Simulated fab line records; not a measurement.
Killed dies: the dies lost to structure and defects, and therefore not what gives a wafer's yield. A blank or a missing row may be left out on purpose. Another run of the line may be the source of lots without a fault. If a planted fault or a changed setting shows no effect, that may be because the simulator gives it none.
One fault through the eyes of 2 desks    flow berkeley cmos170    only its own numbers are on each desk; what lay behind them is given at the end

METROLOGY DESK
Lot by lot, what the gauges showed, no matter which tool ran the lot: averages of those sampled wafers that carry a number. A lot is out of limits, marked OUT, if its mean lies more than 4 standard deviations from the usual mean; the brackets give that distance.
Columns: A = NWELL_NITRIDE_THK at UCB170_NWELL_THK_MEAS_05, usual 224.5 nm; B = CONTACT_PSG_THK at UCB170_CONTACT_THK_MEAS_02, usual 700 nm
lot   first seen here  A                B
L911  day 2 04:32      220.9            697
L912  day 2 14:05      226.5            690
L913  day 2 16:59      221.7            699
L914  day 2 23:56      226.6            696
L916  day 3 11:08      225.9            711
L917  day 3 17:04      222.4            694
L921  day 4 07:32      221.0            693
L924  day 5 01:45      266.9 (+17) OUT  -
L925  day 5 01:49      263.5 (+16) OUT  -
L927  day 5 12:46      227.9            703
L928  day 5 17:01      226.6            701
L929  day 5 21:37      224.8            707
L931  day 6 09:12      223.0            700
L932  day 6 14:02      227.8            702
Per this desk, out of limits: L924, L925; the first was L924, day 5 01:45 (NWELL_NITRIDE_THK at UCB170_NWELL_THK_MEAS_05). L911, L912, L913, L914, L916, L917, L921, L927, L928, L929, L931, L932 stayed within limits.

AT THE TOOL OWNER'S DESK: lpcvd-02
The tool's own readings at UCB170_NWELL_CVD_04 (deposits Si3N4 from SiH2Cl2/NH3, target thk 224 nm, time 3360 s): means of the sampled wafers that have a number, for each lot that ran on this tool. A lot is out of limits, marked OUT, if its mean lies more than 4 standard deviations from the usual mean; the brackets give that distance.
Columns: A = pressure mtorr at UCB170_NWELL_CVD_04, usual 200.0 mTorr; B = spike tc centre C at UCB170_NWELL_CVD_04, usual 803.8 C; C = spike tc load C at UCB170_NWELL_CVD_04, usual 826.0 C; D = spike tc source C at UCB170_NWELL_CVD_04, usual 823.4 C; E = susceptor temp C at UCB170_NWELL_CVD_04, usual 800.0 C
lot   first seen here  A      B                 C                 D                 E
L911  day 2 02:36      199.9  804.0             827.1             823.6             799.6
L912  day 2 12:09      199.9  804.6             827.3             822.1             800.3
L914  day 2 22:00      199.8  804.5             826.6             823.3             800.2
L916  day 3 09:13      199.8  802.2             826.7             823.0             799.9
L917  day 3 15:08      200.0  804.0             827.0             823.4             799.9
L921  day 4 05:36      200.4  805.3             827.1             823.5             799.9
L924  day 4 23:48      200.1  812.9 (+7.6) OUT  834.8 (+4.0) OUT  832.5 (+8.3) OUT  808.8 (+28) OUT
L925  day 4 23:48      200.0  810.5 (+5.6) OUT  835.6 (+4.3) OUT  831.5 (+7.4) OUT  808.7 (+28) OUT
This desk's verdict: out of limits on L924, L925, starting with L924 at day 4 23:48 (spike tc centre C at UCB170_NWELL_CVD_04). L911, L912, L914, L916, L917, L921 stayed within limits.

BROUGHT TOGETHER
On L924, L925, at day 4 23:48, an alarm was possible from the tool owner's desk.
An alarm was possible from the metrology desk at day 5 01:45, on L924, L925.
On lpcvd-02, each named lot ran UCB170_NWELL_CVD_04.

WHAT THE SIMULATOR HAD PUT IN
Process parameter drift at UCB170_NWELL_CVD_04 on lpcvd-02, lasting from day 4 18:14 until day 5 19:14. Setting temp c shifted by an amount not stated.
Shown lots that were struck: L924, L925.
Counting hours from when the fault started, the first reading out of limits came at 6 for the tool owner's desk and at 8 for the metrology desk.
